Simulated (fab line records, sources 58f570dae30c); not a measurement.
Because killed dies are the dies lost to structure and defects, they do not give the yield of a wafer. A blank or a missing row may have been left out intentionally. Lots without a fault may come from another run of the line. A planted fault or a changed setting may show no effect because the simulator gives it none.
Which of the tools did it? || flow berkeley_cmos170 || 14 lots with 42 wafers sampled at 6 steps, on a route of 331 steps

== WHAT THE GAUGES SHOWED, per wafer ==
UCB170_M1_OVL_MEAS_10.
{"lot": "L806", "measured": "day 7 23:51", "on": "overlay-01", "M1_OVL (nm)": "-4 -8 -5"}
{"lot": "L808", "measured": "day 8 15:38", "on": "overlay-02", "M1_OVL (nm)": "-13 -11 -12"}
{"lot": "L810", "measured": "day 9 02:47", "on": "overlay-01", "M1_OVL (nm)": "-6 -6 -13"}
{"lot": "L811", "measured": "day 9 03:43", "on": "overlay-02", "M1_OVL (nm)": "-3 -20 -6"}
{"lot": "L813", "measured": "day 9 14:28", "on": "overlay-02", "M1_OVL (nm)": "-5 -1 -6"}
{"lot": "L814", "measured": "day 10 05:04", "on": "overlay-01", "M1_OVL (nm)": "-4 1 -9"}
{"lot": "L815", "measured": "day 10 06:41", "on": "overlay-01", "M1_OVL (nm)": "-8 1 -8"}
{"lot": "L816", "measured": "day 10 07:24", "on": "overlay-01", "M1_OVL (nm)": "1 6 0"}
{"lot": "L819", "measured": "day 10 23:13", "on": "overlay-02", "M1_OVL (nm)": "2 6 -4"}
{"lot": "L824", "measured": "day 12 03:43", "on": "overlay-02", "M1_OVL (nm)": "-2 0 7"}
{"lot": "L825", "measured": "day 12 12:33", "on": "overlay-02", "M1_OVL (nm)": "-2 -2 -6"}
{"lot": "L826", "measured": "day 12 23:25", "on": "overlay-02", "M1_OVL (nm)": "-17 -6 -4"}
{"lot": "L827", "measured": "day 13 15:01", "on": "overlay-01", "M1_OVL (nm)": "-6 -20 -9"}
{"lot": "L828", "measured": "day 13 15:18", "on": "overlay-02", "M1_OVL (nm)": "-8 -8 -5"}

UCB170_M3_RS_MEAS_02: measures by four-point-probe.
{"lot": "L806", "measured": "day 8 11:35", "on": "film_metro-01", "M3_AL_RS (ohm/sq)": "0.03227 0.03226 0.03218"}
{"lot": "L808", "measured": "day 9 03:07", "on": "film_metro-03", "M3_AL_RS (ohm/sq)": "0.03201 0.0323 0.03179"}
{"lot": "L810", "measured": "day 9 11:58", "on": "film_metro-03", "M3_AL_RS (ohm/sq)": "0.03187 0.03241 0.03203"}
{"lot": "L811", "measured": "day 9 13:31", "on": "film_metro-03", "M3_AL_RS (ohm/sq)": "0.03234 0.03187 0.0322"}
{"lot": "L813", "measured": "day 10 03:31", "on": "film_metro-01", "M3_AL_RS (ohm/sq)": "0.03269 0.03317 0.03294"}
{"lot": "L814", "measured": "day 10 19:44", "on": "film_metro-01", "M3_AL_RS (ohm/sq)": "0.0323 0.03206 0.03203"}
{"lot": "L815", "measured": "day 10 20:02", "on": "film_metro-03", "M3_AL_RS (ohm/sq)": "0.06021 0.05942 0.06024"}
{"lot": "L816", "measured": "day 10 20:19", "on": "film_metro-02", "M3_AL_RS (ohm/sq)": "0.03229 0.03211 0.03255"}
{"lot": "L819", "measured": "day 11 08:41", "on": "film_metro-03", "M3_AL_RS (ohm/sq)": "0.0602 0.06046 0.05976"}
{"lot": "L824", "measured": "day 12 16:58", "on": "film_metro-03", "M3_AL_RS (ohm/sq)": "0.03192 0.03201 0.03182"}
{"lot": "L825", "measured": "day 12 23:51", "on": "film_metro-02", "M3_AL_RS (ohm/sq)": "0.03252 0.03232 0.0324"}
{"lot": "L826", "measured": "day 13 09:32", "on": "film_metro-02", "M3_AL_RS (ohm/sq)": "0.03207 0.03234 0.03223"}
{"lot": "L827", "measured": "day 14 01:20", "on": "film_metro-03", "M3_AL_RS (ohm/sq)": "0.0318 0.03217 0.03176"}
{"lot": "L828", "measured": "day 14 03:43", "on": "film_metro-03", "M3_AL_RS (ohm/sq)": "0.03245 0.03251 0.03211"}

UCB170_M3_THK_MEAS_03: measures by xrf.
{"lot": "L806", "measured": "day 8 11:42", "on": "film_metro-01", "M3_AL_THK (nm)": "889 888 900"}
{"lot": "L808", "measured": "day 9 03:12", "on": "film_metro-03", "M3_AL_THK (nm)": "891 886 895"}
{"lot": "L810", "measured": "day 9 12:05", "on": "film_metro-03", "M3_AL_THK (nm)": "893 881 887"}
{"lot": "L811", "measured": "day 9 13:38", "on": "film_metro-03", "M3_AL_THK (nm)": "880 893 886"}
{"lot": "L813", "measured": "day 10 03:37", "on": "film_metro-01", "M3_AL_THK (nm)": "873 864 871"}
{"lot": "L814", "measured": "day 10 19:50", "on": "film_metro-01", "M3_AL_THK (nm)": "888 896 891"}
{"lot": "L815", "measured": "day 10 20:08", "on": "film_metro-03", "M3_AL_THK (nm)": "481 486 480"}
{"lot": "L816", "measured": "day 10 20:25", "on": "film_metro-02", "M3_AL_THK (nm)": "873 880 873"}
{"lot": "L819", "measured": "day 11 08:49", "on": "film_metro-03", "M3_AL_THK (nm)": "477 476 483"}
{"lot": "L824", "measured": "day 12 17:05", "on": "film_metro-03", "M3_AL_THK (nm)": "897 895 897"}
{"lot": "L825", "measured": "day 12 23:58", "on": "film_metro-02", "M3_AL_THK (nm)": "873 883 873"}
{"lot": "L826", "measured": "day 13 09:39", "on": "film_metro-02", "M3_AL_THK (nm)": "884 878 885"}
{"lot": "L827", "measured": "day 14 01:27", "on": "film_metro-03", "M3_AL_THK (nm)": "899 890 899"}
{"lot": "L828", "measured": "day 14 03:50", "on": "film_metro-03", "M3_AL_THK (nm)": "882 881 892"}

== WHICH TOOL RAN EACH LOT (tool, then ch and the chambers of the sampled wafers, then the start) ==
{"lot": "L806", "UCB170_M1_STRIP_13": "plasma_asher-02 ch 0,1, day 8 00:04", "UCB170_V1_CVD_00": "pecvd-01 ch 0,2, day 8 02:43", "UCB170_M3_SPUTTER_01": "pvd_sputter-01, day 8 11:29"}
{"lot": "L808", "UCB170_M1_STRIP_13": "plasma_asher-03 ch 0,1, day 8 15:59", "UCB170_V1_CVD_00": "pecvd-04 ch 0,1,2, day 8 17:48", "UCB170_M3_SPUTTER_01": "pvd_sputter-02, day 9 02:58"}
{"lot": "L810", "UCB170_M1_STRIP_13": "plasma_asher-04 ch 0,1, day 9 02:59", "UCB170_V1_CVD_00": "pecvd-03 ch 0,1, day 9 04:32", "UCB170_M3_SPUTTER_01": "pvd_sputter-01, day 9 11:53"}
{"lot": "L811", "UCB170_M1_STRIP_13": "plasma_asher-03 ch 0,1, day 9 04:04", "UCB170_V1_CVD_00": "pecvd-04 ch 1,2, day 9 05:53", "UCB170_M3_SPUTTER_01": "pvd_sputter-02, day 9 13:25"}
{"lot": "L813", "UCB170_M1_STRIP_13": "plasma_asher-04 ch 0,1, day 9 14:41", "UCB170_V1_CVD_00": "pecvd-04 ch 0,1,2, day 9 17:13", "UCB170_M3_SPUTTER_01": "pvd_sputter-02, day 10 03:23"}
{"lot": "L814", "UCB170_M1_STRIP_13": "plasma_asher-04 ch 0,1, day 10 05:26", "UCB170_V1_CVD_00": "pecvd-03 ch 0,1,2, day 10 07:47", "UCB170_M3_SPUTTER_01": "pvd_sputter-04, day 10 19:36"}
{"lot": "L815", "UCB170_M1_STRIP_13": "plasma_asher-02 ch 0,1, day 10 06:58", "UCB170_V1_CVD_00": "pecvd-01 ch 1,2, day 10 09:08", "UCB170_M3_SPUTTER_01": "pvd_sputter-02, day 10 19:54"}
{"lot": "L816", "UCB170_M1_STRIP_13": "plasma_asher-04 ch 0,1, day 10 07:44", "UCB170_V1_CVD_00": "pecvd-04 ch 1,2, day 10 10:28", "UCB170_M3_SPUTTER_01": "pvd_sputter-01, day 10 20:12"}
{"lot": "L819", "UCB170_M1_STRIP_13": "plasma_asher-04 ch 0, day 10 23:26", "UCB170_V1_CVD_00": "pecvd-01 ch 1,2, day 11 00:59", "UCB170_M3_SPUTTER_01": "pvd_sputter-02, day 11 08:36"}
{"lot": "L824", "UCB170_M1_STRIP_13": "plasma_asher-03 ch 0,1, day 12 03:56", "UCB170_V1_CVD_00": "pecvd-03 ch 0,2, day 12 05:48", "UCB170_M3_SPUTTER_01": "pvd_sputter-04, day 12 16:53"}
{"lot": "L825", "UCB170_M1_STRIP_13": "plasma_asher-03 ch 0,1, day 12 12:46", "UCB170_V1_CVD_00": "pecvd-01 ch 0,2, day 12 14:19", "UCB170_M3_SPUTTER_01": "pvd_sputter-04, day 12 23:46"}
{"lot": "L826", "UCB170_M1_STRIP_13": "plasma_asher-03 ch 0,1, day 12 23:45", "UCB170_V1_CVD_00": "pecvd-01 ch 0,1,2, day 13 01:19", "UCB170_M3_SPUTTER_01": "pvd_sputter-04, day 13 09:26"}
{"lot": "L827", "UCB170_M1_STRIP_13": "plasma_asher-02 ch 1, day 13 15:14", "UCB170_V1_CVD_00": "pecvd-01 ch 0,2, day 13 17:48", "UCB170_M3_SPUTTER_01": "pvd_sputter-01, day 14 01:15"}
{"lot": "L828", "UCB170_M1_STRIP_13": "plasma_asher-02 ch 0,1, day 13 15:38", "UCB170_V1_CVD_00": "pecvd-04 ch 0,1, day 13 17:48", "UCB170_M3_SPUTTER_01": "pvd_sputter-04, day 14 03:37"}
- UCB170_M1_STRIP_13: strips in O2.
- UCB170_V1_CVD_00: deposits SiO2 from TEOS/O2, target thk 2000 nm, time 250 s.
- UCB170_M3_SPUTTER_01: material Al, target thk 900 nm, time 120 s.

== AS READ BY THE TOOLS THEMSELVES (means over the sampled wafers that have a number; for cases with no such wafer, the mark the record gives instead) ==
UCB170_M1_STRIP_13.
{"lot": "L806", "tool": "plasma_asher-02", "drypump_motor_current_A (A)": 6.3, "o2_flow_sccm (sccm)": 400.3, "oes_product_au (a.u.)": 0.720}
{"lot": "L808", "tool": "plasma_asher-03", "drypump_motor_current_A (A)": 6.1, "o2_flow_sccm (sccm)": 401.3, "oes_product_au (a.u.)": 0.718}
{"lot": "L810", "tool": "plasma_asher-04", "drypump_motor_current_A (A)": 5.4, "o2_flow_sccm (sccm)": 400.2, "oes_product_au (a.u.)": 0.720}
{"lot": "L811", "tool": "plasma_asher-03", "drypump_motor_current_A (A)": 6.1, "o2_flow_sccm (sccm)": 400.4, "oes_product_au (a.u.)": 0.718}
{"lot": "L813", "tool": "plasma_asher-04", "drypump_motor_current_A (A)": 5.3, "o2_flow_sccm (sccm)": 400.5, "oes_product_au (a.u.)": 0.716}
{"lot": "L814", "tool": "plasma_asher-04", "drypump_motor_current_A (A)": 5.3, "o2_flow_sccm (sccm)": 399.4, "oes_product_au (a.u.)": 0.723}
{"lot": "L815", "tool": "plasma_asher-02", "drypump_motor_current_A (A)": 6.3, "o2_flow_sccm (sccm)": 400.6, "oes_product_au (a.u.)": 0.720}
{"lot": "L816", "tool": "plasma_asher-04", "drypump_motor_current_A (A)": 5.3, "o2_flow_sccm (sccm)": 399.7, "oes_product_au (a.u.)": 0.723}
{"lot": "L819", "tool": "plasma_asher-04", "drypump_motor_current_A (A)": 5.4, "o2_flow_sccm (sccm)": 400.4, "oes_product_au (a.u.)": 0.724}
{"lot": "L824", "tool": "plasma_asher-03", "drypump_motor_current_A (A)": 6.0, "o2_flow_sccm (sccm)": 398.9, "oes_product_au (a.u.)": 0.722}
{"lot": "L825", "tool": "plasma_asher-03", "drypump_motor_current_A (A)": 5.9, "o2_flow_sccm (sccm)": 400.1, "oes_product_au (a.u.)": 0.716}
{"lot": "L826", "tool": "plasma_asher-03", "drypump_motor_current_A (A)": 6.1, "o2_flow_sccm (sccm)": 400.6, "oes_product_au (a.u.)": 0.720}
{"lot": "L827", "tool": "plasma_asher-02", "drypump_motor_current_A (A)": 6.1, "o2_flow_sccm (sccm)": 399.7, "oes_product_au (a.u.)": 0.723}
{"lot": "L828", "tool": "plasma_asher-02", "drypump_motor_current_A (A)": 6.3, "o2_flow_sccm (sccm)": 399.5, "oes_product_au (a.u.)": 0.721}

UCB170_V1_CVD_00.
{"lot": "L806", "tool": "pecvd-01", "heater_power_w (W)": 231}
{"lot": "L808", "tool": "pecvd-04", "heater_power_w (W)": 239}
{"lot": "L810", "tool": "pecvd-03", "heater_power_w (W)": 227}
{"lot": "L811", "tool": "pecvd-04", "heater_power_w (W)": 268}
{"lot": "L813", "tool": "pecvd-04", "heater_power_w (W)": 264}
{"lot": "L814", "tool": "pecvd-03", "heater_power_w (W)": 255}
{"lot": "L815", "tool": "pecvd-01", "heater_power_w (W)": 234}
{"lot": "L816", "tool": "pecvd-04", "heater_power_w (W)": 259}
{"lot": "L819", "tool": "pecvd-01", "heater_power_w (W)": 267}
{"lot": "L824", "tool": "pecvd-03", "heater_power_w (W)": 214}
{"lot": "L825", "tool": "pecvd-01", "heater_power_w (W)": 214}
{"lot": "L826", "tool": "pecvd-01", "heater_power_w (W)": 277}
{"lot": "L827", "tool": "pecvd-01", "heater_power_w (W)": 236}
{"lot": "L828", "tool": "pecvd-04", "heater_power_w (W)": 224}

UCB170_M3_SPUTTER_01.
{"lot": "L806", "tool": "pvd_sputter-01", "throttle_valve_pct (%)": 28.2}
{"lot": "L808", "tool": "pvd_sputter-02", "throttle_valve_pct (%)": 29.9}
{"lot": "L810", "tool": "pvd_sputter-01", "throttle_valve_pct (%)": 27.8}
{"lot": "L811", "tool": "pvd_sputter-02", "throttle_valve_pct (%)": 30.3}
{"lot": "L813", "tool": "pvd_sputter-02", "throttle_valve_pct (%)": 30.3}
{"lot": "L814", "tool": "pvd_sputter-04", "throttle_valve_pct (%)": 29.3}
{"lot": "L815", "tool": "pvd_sputter-02", "throttle_valve_pct (%)": 30.6}
{"lot": "L816", "tool": "pvd_sputter-01", "throttle_valve_pct (%)": 27.6}
{"lot": "L819", "tool": "pvd_sputter-02", "throttle_valve_pct (%)": 29.9}
{"lot": "L824", "tool": "pvd_sputter-04", "throttle_valve_pct (%)": 29.3}
{"lot": "L825", "tool": "pvd_sputter-04", "throttle_valve_pct (%)": 29.5}
{"lot": "L826", "tool": "pvd_sputter-04", "throttle_valve_pct (%)": 29.2}
{"lot": "L827", "tool": "pvd_sputter-01", "throttle_valve_pct (%)": 28.8}
{"lot": "L828", "tool": "pvd_sputter-04", "throttle_valve_pct (%)": 29.3}

== THE ANSWER, worked out from the rows above alone ==
Rule: usual is defined by the lots themselves. Put in order of their means at a reading, lots are off if they are a third of the lots or fewer, leave a main group of 4 or more, and stand apart from it by a gap of 3 or more times the standard deviation of the main group's means; of several such gaps the widest counts. If all means in a main group match to the digits the tables above print for the reading, that group is not used. Also off: a lot with no number at a reading for which 4 or more lots have one. The other lots that the step has rows for count as sound. First the gauges in route order, then the tools' own readings, where a lot's mean is used as printed above. The first step at which some lot is off is used, and at that step the reading that is off furthest; a lot without a number counts as furthest.
Off: L815, L819, seen at UCB170_M3_RS_MEAS_02 (M3_AL_RS). Mean 0.03222 ohm/sq and standard deviation 0.00026 in the main group.
A tool fits if, at a process step before that reading, it ran every lot that is off, and no sound lot after the first of them. Those tools and the gauges at UCB170_M3_RS_MEAS_02 are tried in the same way. One candidate fits, namely pvd_sputter-02 at UCB170_M3_SPUTTER_01. A fault onset in the window from L813 (day 10 03:23, its last sound lot) to L815 (day 10 19:54, its first lot off) fits.

== WHAT WAS PUT IN BY THE SIMULATOR ==
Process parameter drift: pvd_sputter-02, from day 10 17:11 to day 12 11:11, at UCB170_M3_SPUTTER_01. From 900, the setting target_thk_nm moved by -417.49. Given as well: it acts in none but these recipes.
Struck lots among those shown: L815, L819. The rule given above showed the same thing.
